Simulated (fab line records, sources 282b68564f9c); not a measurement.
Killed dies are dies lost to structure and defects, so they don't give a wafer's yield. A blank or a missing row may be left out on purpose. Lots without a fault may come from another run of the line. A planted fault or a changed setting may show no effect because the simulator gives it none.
Problem report in the 8D (eight disciplines) form, filled by code | flow rit_cmos | the parts of the form that need people (team, actions taken, sign-off) are left out

1. THE PROBLEM
killed_at_front_end at RIT_M1_PROBE_99 reads a mean of 127.0 on 6 wafers of 2 lots; wafers without a fault read 6.3 with a standard deviation of 2.9. That is +42 standard deviations from the usual mean.
First seen on wafer L958.1, day 6 13:45, on prober-01. The record holds 30 wafers of 10 lots with a number at this step. Rule for "out", or "out of limits": more than 4 standard deviations from the usual mean. The other wafers with a number count as sound.

2. WHAT IT IS AND WHAT IT IS NOT
question                    | is                                              | is not
which readings at this step | killed_at_front_end, killed_dies, killed_on_rim | killed_open, killed_short
which lots                  | L958, L959                                      | L949, L951, L952, L953, L954, L956, L957, L960
which wafers of those lots  | all that have a number                          | -
read on which tools         | prober-01, prober-02                            | -
when                        | from day 6 13:45                                | up to then (21 sound wafers); but 3 sound wafers of L960 came after

3. SUSPECTS, AND WHAT RULES EACH OUT
Counting: a tool at a process step up to the reading stays a suspect if it ran every lot that is out and no sound lot after the first of them.
- furnace-03 at RIT_GATE_OXIDATION_05 (target thk 3 nm, ox time 270 s): kept. It ran every lot that is out, first L958 (day 5 11:03), and no sound lot after that; its last sound lot up to then is L957 (day 5 06:35).
Left after counting: furnace-03 at RIT_GATE_OXIDATION_05.

4. THE CAUSE (what the simulator had put in)
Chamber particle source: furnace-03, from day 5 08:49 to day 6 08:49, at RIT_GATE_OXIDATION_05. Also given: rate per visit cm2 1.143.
Counting left only this tool.

5. THE CHAIN OF EFFECTS, in route order
Each row: a reading whose mean over the struck wafers that have a number lies more than 3 standard deviations from the usual. Only readings for which the record gives a usual standard deviation are gone through. hours: the time from each lot's start at the first step in this table that gives one to its start at this step, as a median over the lots. sigmas: the change in usual standard deviations.
hours | step            | reading             | usual | on struck wafers | change | sigmas
0     | RIT_M1_PROBE_99 | killed_at_front_end | 6.3   | 127.0            | +120.7 | +42
0     | RIT_M1_PROBE_99 | killed_dies         | 6.4   | 127.2            | +120.8 | +42
0     | RIT_M1_PROBE_99 | killed_on_rim       | 1.7   | 32.8             | +31.1  | +22
The process steps in it:
- RIT_M1_PROBE_99

6. WHAT WOULD HAVE CAUGHT IT SOONER
In this record the first reading out of limits was taken at day 6 13:45, 29 hours after the fault began at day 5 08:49.
Of the tool readings at RIT_GATE_OXIDATION_05 for which the record gives a usual standard deviation, none was out on any struck wafer, so an alarm limit of 4 standard deviations on them would not have fired.
All the lots that are out (2) had begun RIT_GATE_OXIDATION_05 on furnace-03 by day 6 13:45. A hold on the tool at that time would have spared none of them.
